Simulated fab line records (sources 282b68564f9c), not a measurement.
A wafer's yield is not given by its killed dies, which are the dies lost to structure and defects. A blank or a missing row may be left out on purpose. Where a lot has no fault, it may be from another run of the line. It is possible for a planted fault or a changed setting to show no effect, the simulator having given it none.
Which tool is to blame? -- flow rit_cmos -- 21 wafers from 7 lots sampled at 2 of the route's 202 steps

== WHAT THE GAUGES SHOWED, per wafer ==
RIT_M1_OVL_MEAS_10.
lot,measured,on,M1_OVL (nm)
L375,day 3 16:03,overlay-02,-2.0 -3.0 -0.7
L377,day 4 02:55,overlay-01,-0.5 -0.7 -2.1
L379,day 4 11:52,overlay-01,-2.0 -2.0 -1.3
L382,day 5 06:08,overlay-02,5.3 3.2 2.9
L388,day 6 11:53,overlay-02,5.6 4.3 4.5
L390,day 6 20:37,overlay-01,-1.4 -2.0 -2.6
L392,day 7 05:46,overlay-02,0.5 0.5 -0.6

== WHAT TOOL EACH LOT RAN ON (gives the tool, then ch and the chambers of the sampled wafers, and finally the start) ==
lot,RIT_M1_EXPOSE_06
L375,"iline_stepper-02 ch 0, day 3 15:30"
L377,"iline_stepper-02 ch 0, day 4 02:22"
L379,"iline_stepper-02 ch 0, day 4 11:17"
L382,"iline_stepper-02 ch 0, day 5 05:35"
L388,"iline_stepper-02 ch 0, day 6 11:20"
L390,"iline_stepper-01 ch 0, day 6 20:05"
L392,"iline_stepper-01 ch 0, day 7 05:13"
- RIT_M1_EXPOSE_06: exposes mask M12, target cd 2600 nm.

== THE ANSWER, worked out from the rows above alone ==
Rule: usual is defined by the lots themselves. Put in order of their means at a reading, lots are off if they are a third of the lots or fewer, leave a main group of 4 or more, and stand apart from it by a gap of 3 or more times the standard deviation of the main group's means; of several such gaps the widest counts. A main group whose means are all the same, to the digits that the tables above print for the reading, isn't used. Also off: a lot with no number at a reading for which 4 or more lots have one. All remaining lots with rows at the step are treated as sound.
Off: L382, L388, at RIT_M1_OVL_MEAS_10 (M1_OVL). The main group: mean -1.3 nm, standard deviation 0.79.
If a tool, at a process step before that reading, ran all the lots that are off and no sound lot after the first of them, it fits. The gauges at RIT_M1_OVL_MEAS_10 are tried like those tools. One fits: iline_stepper-02 at RIT_M1_EXPOSE_06. Its last sound lot is L379 (day 4 11:17), its first lot that is off L382 (day 5 05:35): a fault that began between those two fits.

== WHAT THE SIMULATOR PUT IN ==
Scanner matching overlay: iline_stepper-02, from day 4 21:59 on, at RIT_M1_EXPOSE_06. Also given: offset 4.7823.
Shown lots that were struck: L382, L388. The rule above found the same.
